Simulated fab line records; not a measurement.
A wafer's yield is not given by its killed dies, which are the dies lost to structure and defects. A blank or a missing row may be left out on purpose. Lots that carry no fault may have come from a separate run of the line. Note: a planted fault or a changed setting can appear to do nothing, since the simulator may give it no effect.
Comparing a struck lot with a sound one + flow berkeley_cmos170 + 14 out of 331 route steps
Sound: the wafers L240.1, L240.2, L240.6. Struck: wafers L243.1, L243.2, L243.5. The cause is named last.
Order at every step that has rows: each side's tool, ch and its chambers, its first start. Under that, the readings that differ: sound wafers + struck wafers + difference of the means + sigmas: that difference in standard deviations of wafers without a fault.
alike: words and numbers the same on both sides, and readings whose means are apart by under 2 such deviations; not compared: readings that were withheld, readings missing a value for some wafer, numbers with overlapping values and no deviation given by the record, and bounds like >300 which may hide the same value.
A row with sigmas, a row that says differs or no value, or rows on one side alone: a step with any of these is where the two part. Non-overlapping numbers with no deviation appear without sigmas and do not part them. A reading missing from all wafers of one side parts the sides only when that side holds two or more wafers.

first, 2 steps without rows for these wafers: UCB170_ACTIVE_PEB_11; UCB170_ACTIVE_DEVELOP_12 (develop time 45 s).
UCB170_ACTIVE_CD_MEAS_13 targets a cd of 1200 nm.
  sound: cd_sem-02 at day 4 18:39; struck: cd_sem-01 at day 5 17:25
  alike: cd_nm
UCB170_ACTIVE_OVL_MEAS_14:
  sound: overlay-02 at day 4 18:46; struck: overlay-02 at day 5 17:32
  alike: ACTIVE_OVL
UCB170_ACTIVE_ETCH_15: etches Si3N4 in CH3F/Ar/O2, stops on SiO2, target depth 242 nm, time 151 s.
  sound on rie_diel-01 ch 2,3, day 4 18:49; struck on rie_diel-02 ch 1,2,3, day 5 17:34
  alike: drypump_motor_current_A, oes_product_au, throttle_valve_pct
  not compared: rf_hours_counter_h
UCB170_ACTIVE_STRIP_16: strips in O2.
  sound on plasma_asher-01 ch 0,1, day 4 18:55; struck on plasma_asher-02 ch 0,1, day 5 17:40
  alike: drypump_motor_current_A, oes_product_au, strip_time_to_endpoint_s
  not compared: rf_hours_counter_h
UCB170_ACTIVE_CD_MEAS_90 targets a cd of 1200 nm.
  sound: cd_sem-02 at day 4 19:01; struck: cd_sem-02 at day 5 17:53
  alike: cd_nm
then, 5 steps without rows for these wafers: UCB170_ACTIVE_CLEAN_17 (cleans in SPM, time 600 s); UCB170_PFIELD_HMDS_00 (prime time 60 s); UCB170_PFIELD_COAT_01 (resist thk 900 nm); UCB170_PFIELD_SOFTBAKE_02 (time 60 s); UCB170_PFIELD_EXPOSE_03 (exposes mask PFIELD, target cd 1500 nm).
UCB170_PFIELD_PEB_04:
  sound on litho_track-02 ch 0, day 4 20:28; struck on litho_track-02, day 5 19:35
  no value came back on the struck wafers for chill_plate_temp_C (C), exhaust_pa (Pa); on the sound wafers chill_plate_temp_C (C) reads 22.92 23.02 22.97
then, 1 step without rows for these wafers: UCB170_PFIELD_DEVELOP_05 (develop time 45 s).

== WHERE THEY PART ==
Only at UCB170_PFIELD_PEB_04, within this record.

WHY: whatever the simulator had introduced
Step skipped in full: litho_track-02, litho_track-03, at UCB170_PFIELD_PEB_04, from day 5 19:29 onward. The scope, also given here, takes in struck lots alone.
